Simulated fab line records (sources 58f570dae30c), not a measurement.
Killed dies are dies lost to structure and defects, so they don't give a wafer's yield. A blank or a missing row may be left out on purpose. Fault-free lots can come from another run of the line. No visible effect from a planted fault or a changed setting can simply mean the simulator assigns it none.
fab line records -- flow berkeley-cmos170 -- part 2 of 2: steps 28 to 38 of 38
[record] lots = 5, wafers = 15, last-day = 11
route steps=331 shown NSD@190 BACKSIDE@199 SDANNEAL@204 PSD@206 PLDD@208 NLDD@209 SILICIDE@210 CONTACT@216
lots that met no fault: from a run of the same line without faults
start-h: hours from the record's first day to the start of the lot's first wafer shown -- wait-h: hours since the lot's step before -- " as in the row above -- L1.1+2: a single row standing in for several wafers -- - no value, or no start given -- * or withheld: withheld -- < > ~ a bound
route shown NAME@n: NAME is a module with steps in the file, n the number in the route of the first one -- usual: mean/standard deviation of fault-free wafers -- same: alike in all rows -- chamber/n: place in a boat -- sites: readings site by site -- _std_site: the standard deviation of these -- _edge_site: outer sites' mean less inner sites' -- radius-mm: how far each site lies from the wafer's centre -- mask NAME#n: copy n -- behind: the most recent tool/chamber to have shaped the wafer -- hold: what put the lot on hold/how long, in hours/how the hold closed -- device: the transistor (n, p or np) that didn't switch -- end of line: at the end of the route, the tests of the same wafers -- where a step has no rows: the recipe by itself -- killed: not the wafer's yield, but the dies lost to structure and defects at the first sort -- map: the dies of a wafer, with x for killed, . for not killed, _ for no die there
set.NAME: the run value of the setting; set.NAME@STEP: its run value at that earlier step -- model.NAME: the simulator's own value behind a step, which no gauge read
lots at some steps of the route; a table a step, a row a wafer
services: a tool's chamber out of use, with start hour (start-h, from the record's first day; less than 0 if before it), hours out, and reason
[[steps]]
[step UCB170_CONTACT_CVD_01]
[recipe] material = PSG, target-thk-nm = 700, temp-c = 450, precursor = SiH4/O2/PH3, time-s = 2820, pressure-mtorr = 300, sih4-flow-sccm = 60, o2-flow-sccm = 90, ph3-flow-sccm = 25
[usual] spike-tc-centre-C = 452.2/1.2
lot.wafer,tool,chamber,start-h,wait-h,spike-tc-centre-C
L074.1,lpcvd-02,1,167.71,0.3,449.6
L074.3,lpcvd-02,1,167.71,0.3,451.9
L074.4,lpcvd-02,1,167.71,0.3,451.0
L076.1,lpcvd-01,1,183.79,1.4,453.5
L076.5,lpcvd-01,1,183.79,1.4,454.3
L076.6,lpcvd-01,1,183.79,1.4,452.6
L079.1,lpcvd-01,0,194.67,1.0,451.8
L079.2,lpcvd-01,0,194.67,1.0,455.4
L079.5,lpcvd-01,0,194.67,1.0,452.2
L087.2,lpcvd-01,0,228.06,1.6,452.3
L087.4,lpcvd-01,0,228.06,1.6,452.3
L087.5,lpcvd-01,0,228.06,1.6,454.0
L088.3,lpcvd-01,1,250.05,1.2,451.4
L088.4,lpcvd-01,1,250.05,1.2,453.3
L088.5,lpcvd-01,1,250.05,1.2,454.8
[step UCB170_CONTACT_THK_MEAS_02]
[recipe] reads = PSG_of_CONTACT_CVD_01
[usual] CONTACT_PSG_THK = 701/6.1
lot.wafer,tool,chamber,start-h,wait-h,CONTACT_PSG_THK[nm]
L074.1,film-metro-02,-,169.49,0.0,683
L074.3,film-metro-02,-,169.49,0.0,689
L074.4,film-metro-02,-,169.49,0.0,692
L076.1,film-metro-03,-,185.57,0.0,700
L076.5,film-metro-03,-,185.57,0.0,708
L076.6,film-metro-03,-,185.57,0.0,704
L079.1,film-metro-02,-,196.46,0.0,706
L079.2,film-metro-02,-,196.46,0.0,707
L079.5,film-metro-02,-,196.46,0.0,713
L087.2,film-metro-03,-,229.85,0.0,697
L087.4,film-metro-03,-,229.85,0.0,705
L087.5,film-metro-03,-,229.85,0.0,704
L088.3,film-metro-03,-,251.86,0.0,699
L088.4,film-metro-03,-,251.86,0.0,700
L088.5,film-metro-03,-,251.86,0.0,697
[step UCB170_CONTACT_HMDS_03]
[recipe] prime-time-s = 60, prime-temp-c = 100
[usual] prime-temp-c = 100.00/0.13
lot.wafer,tool,chamber,start-h,wait-h,prime-temp-c
L074.1,litho-track-03,0,169.92,0.4,100.05
L074.3,litho-track-03,0,169.92,0.4,100.06
L074.4,litho-track-03,0,169.92,0.4,100.15
L076.1,litho-track-02,0,185.96,0.4,99.91
L076.5,litho-track-02,0,185.96,0.4,99.87
L076.6,litho-track-02,0,185.96,0.4,100.00
L079.1,litho-track-04,0,196.98,0.5,99.92
L079.2,litho-track-04,0,196.98,0.5,99.90
L079.5,litho-track-04,0,196.98,0.5,99.94
L087.2,litho-track-02,0,230.55,0.7,100.02
L087.4,litho-track-02,0,230.55,0.7,99.92
L087.5,litho-track-02,0,230.55,0.7,99.96
L088.3,litho-track-02,0,252.23,0.4,100.22
L088.4,litho-track-02,0,252.23,0.4,100.06
L088.5,litho-track-02,0,252.23,0.4,99.89
[step UCB170_CONTACT_COAT_04]
[recipe] resist = KrF, spin-rpm = 1471, resist-thk-nm = 900
lot.wafer,tool,chamber,start-h,wait-h
L074.1+3+4,litho-track-03,0,170.07,0.1
L076.1+5+6,litho-track-02,0,186.11,0.1
L079.1+2+5,litho-track-04,0,197.13,0.1
L087.2+4+5,litho-track-02,0,230.70,0.1
L088.3+4+5,litho-track-02,0,252.38,0.1
[step UCB170_CONTACT_SOFTBAKE_05]
[recipe] resist = KrF, temp-c = 130, time-s = 60
[usual] heater-power-total-W = 56.80/0.044
lot.wafer,tool,chamber,start-h,wait-h,heater-power-total-W
L074.1,litho-track-03,0,170.22,0.1,56.80
L074.3,litho-track-03,0,170.22,0.1,56.75
L074.4,litho-track-03,0,170.22,0.1,56.83
L076.1,litho-track-02,0,186.26,0.1,56.86
L076.5,litho-track-02,0,186.26,0.1,56.80
L076.6,litho-track-02,0,186.26,0.1,56.85
L079.1,litho-track-04,0,197.28,0.1,56.73
L079.2,litho-track-04,0,197.28,0.1,56.78
L079.5,litho-track-04,0,197.28,0.1,56.83
L087.2,litho-track-02,0,230.85,0.1,56.77
L087.4,litho-track-02,0,230.85,0.1,56.79
L087.5,litho-track-02,0,230.85,0.1,56.81
L088.3,litho-track-02,0,252.53,0.1,56.74
L088.4,litho-track-02,0,252.53,0.1,56.88
L088.5,litho-track-02,0,252.53,0.1,56.77
[step UCB170_CONTACT_STRIP_06]
[recipe] chemistry = O2, power-w = 400, pressure-mtorr = 3500, platen-temp-c = withheld, o2-flow-sccm = 400, overash-fraction = 0.5
[usual] drypump-motor-current-A = 5.2/0.58, oes-product-au = 0.734/0.0048, strip-time-to-endpoint-s = 22.16/0.068
[same] overash-fraction = 0.5
lot.wafer,tool,chamber,start-h,wait-h,drypump-motor-current-A,oes-product-au,rf-hours-counter-h,strip-time-to-endpoint-s
L074.1,plasma-asher-04,1,170.37,0.1,5.0,0.738,41,22.17
L074.3,plasma-asher-04,0,170.37,0.1,5.2,0.730,-,22.10
L074.4,plasma-asher-04,1,170.37,0.1,5.0,0.730,-,22.16
L076.1,plasma-asher-03,1,186.41,0.1,4.8,0.735,49,21.98
L076.5,plasma-asher-03,1,186.41,0.1,4.8,0.728,-,22.12
L076.6,plasma-asher-03,0,186.41,0.1,4.9,0.731,-,21.98
L079.1,plasma-asher-03,1,197.43,0.1,4.8,0.730,50,22.17
L079.2,plasma-asher-03,0,197.43,0.1,4.9,0.732,50,22.20
L079.5,plasma-asher-03,1,197.43,0.1,4.8,0.748,-,22.28
L087.2,plasma-asher-02,1,230.98,0.1,5.8,0.739,12,22.07
L087.4,plasma-asher-02,1,230.98,0.1,5.7,0.739,-,22.09
L087.5,plasma-asher-02,1,230.98,0.1,5.8,0.736,-,22.15
L088.3,plasma-asher-02,0,252.67,0.1,6.7,0.737,-,22.22
L088.4,plasma-asher-02,1,252.67,0.1,5.8,0.740,-,22.19
L088.5,plasma-asher-02,0,252.67,0.1,6.6,0.733,-,22.24
[step UCB170_CONTACT_CLEAN_07]
[recipe] chemistry = SPM, temp-c = 120, time-s = 600
lot.wafer,tool,chamber,start-h,wait-h
L074.1+3+4,wet-bench-03,2,170.49,0.1
L076.1+5+6,wet-bench-01,3,186.51,0.1
L079.1+2+5,wet-bench-03,0,197.60,0.1
L087.2+4+5,wet-bench-03,0,231.23,0.2
L088.3+4+5,wet-bench-03,2,252.73,0.0
[step UCB170_CONTACT_RTA_08]
[recipe] temp-c = 900, time-s = 10, ambient = N2
[usual] anneal-temp-c-max = 903.6/1.6, chamber-o2-ppm = 1.999/0.025, lamp-power-pct = 21.9/2.8, wafer_temp_C_max = 905.3/1.1
lot.wafer,tool,chamber,start-h,wait-h,anneal-temp-c-max,chamber-o2-ppm,lamp-power-pct,wafer_temp_C_max
L074.1,rtp-anneal-01,0,170.66,0.0,902.7,2.022,19.5,905.4
L074.3,rtp-anneal-01,0,170.66,0.0,902.0,1.978,19.5,905.1
L074.4,rtp-anneal-01,0,170.66,0.0,903.4,2.022,19.5,905.4
L076.1,rtp-anneal-01,0,186.69,0.0,901.9,2.016,19.5,904.5
L076.5,rtp-anneal-01,0,186.69,0.0,902.4,2.023,19.5,904.2
L076.6,rtp-anneal-01,0,186.69,0.0,902.6,1.991,19.5,904.0
L079.1,rtp-anneal-02,0,197.77,0.0,905.2,2.006,25.3,904.6
L079.2,rtp-anneal-02,0,197.77,0.0,905.6,2.004,25.3,904.7
L079.5,rtp-anneal-02,0,197.77,0.0,904.7,2.034,25.2,905.0
L087.2,rtp-anneal-01,0,231.42,0.0,901.5,1.964,19.5,905.5
L087.4,rtp-anneal-01,0,231.42,0.0,901.8,1.953,19.5,905.1
L087.5,rtp-anneal-01,0,231.42,0.0,902.0,1.954,19.5,909.2
L088.3,rtp-anneal-01,0,252.95,0.0,903.2,2.030,19.5,906.4
L088.4,rtp-anneal-01,0,252.95,0.0,902.7,2.009,19.5,906.6
L088.5,rtp-anneal-01,0,252.95,0.0,902.6,2.011,19.5,904.6
[step UCB170_CONTACT_COAT_09]
[recipe] resist = BARC, temp-c = withheld, time-s = withheld, spin-rpm = 3000, resist-thk-nm = withheld
lot.wafer,tool,chamber,start-h,wait-h
L074.1+3+4,litho-track-03,0,170.92,0.2
L076.1+5+6,litho-track-03,0,187.35,0.7
L079.1+2+5,litho-track-03,0,198.32,0.5
L087.2+4+5,litho-track-02,0,231.73,0.3
L088.3+4+5,litho-track-04,0,253.04,0.1
[step UCB170_CONTACT_COAT_10]
[recipe] resist = KrF, spin-rpm = 1500, resist-thk-nm = 900
lot.wafer,tool,chamber,start-h,wait-h
L074.1+3+4,litho-track-03,0,-,-
L076.1+5+6,litho-track-03,0,-,-
L079.1+2+5,litho-track-03,0,-,-
L087.2+4+5,litho-track-02,0,-,-
L088.3+4+5,litho-track-04,0,-,-
[step UCB170_CONTACT_SOFTBAKE_11]
[recipe] resist = KrF, temp-c = 130, time-s = 60
[usual] heater-power-total-W = 56.80/0.046
lot.wafer,tool,chamber,start-h,wait-h,heater-power-total-W
L074.1,litho-track-03,0,-,-,56.79
L074.3,litho-track-03,0,-,-,56.84
L074.4,litho-track-03,0,-,-,56.77
L076.1,litho-track-03,0,-,-,56.80
L076.5,litho-track-03,0,-,-,56.82
L076.6,litho-track-03,0,-,-,56.84
L079.1,litho-track-03,0,-,-,56.71
L079.2,litho-track-03,0,-,-,56.81
L079.5,litho-track-03,0,-,-,56.85
L087.2,litho-track-02,0,-,-,56.86
L087.4,litho-track-02,0,-,-,56.80
L087.5,litho-track-02,0,-,-,56.76
L088.3,litho-track-04,0,-,-,56.82
L088.4,litho-track-04,0,-,-,56.69
L088.5,litho-track-04,0,-,-,56.84
[[services]]
tool,chamber,start-h,hours,kind
krf-scanner-02,-,152.03,1.0,pm
wet-bench-02,-,170.18,1.6,repair
rtp-anneal-02,-,173.95,3.9,pm
krf-scanner-01,-,178.02,6.8,repair
plasma-asher-04,-,178.22,1.9,repair
implanter-03,-,186.06,4.1,repair
implanter-04,-,186.09,2.6,pm
plasma-asher-03,-,187.36,4.3,repair
implanter-04,-,197.13,4.8,repair
implanter-04,-,202.11,3.1,pm
implanter-03,-,229.85,3.4,pm
krf-scanner-01,-,242.87,1.0,pm
krf-scanner-01,-,243.87,1.3,pm
krf-scanner-01,-,245.17,0.8,pm
plasma-asher-03,-,245.87,2.0,repair
krf-scanner-02,-,252.93,3.6,pm
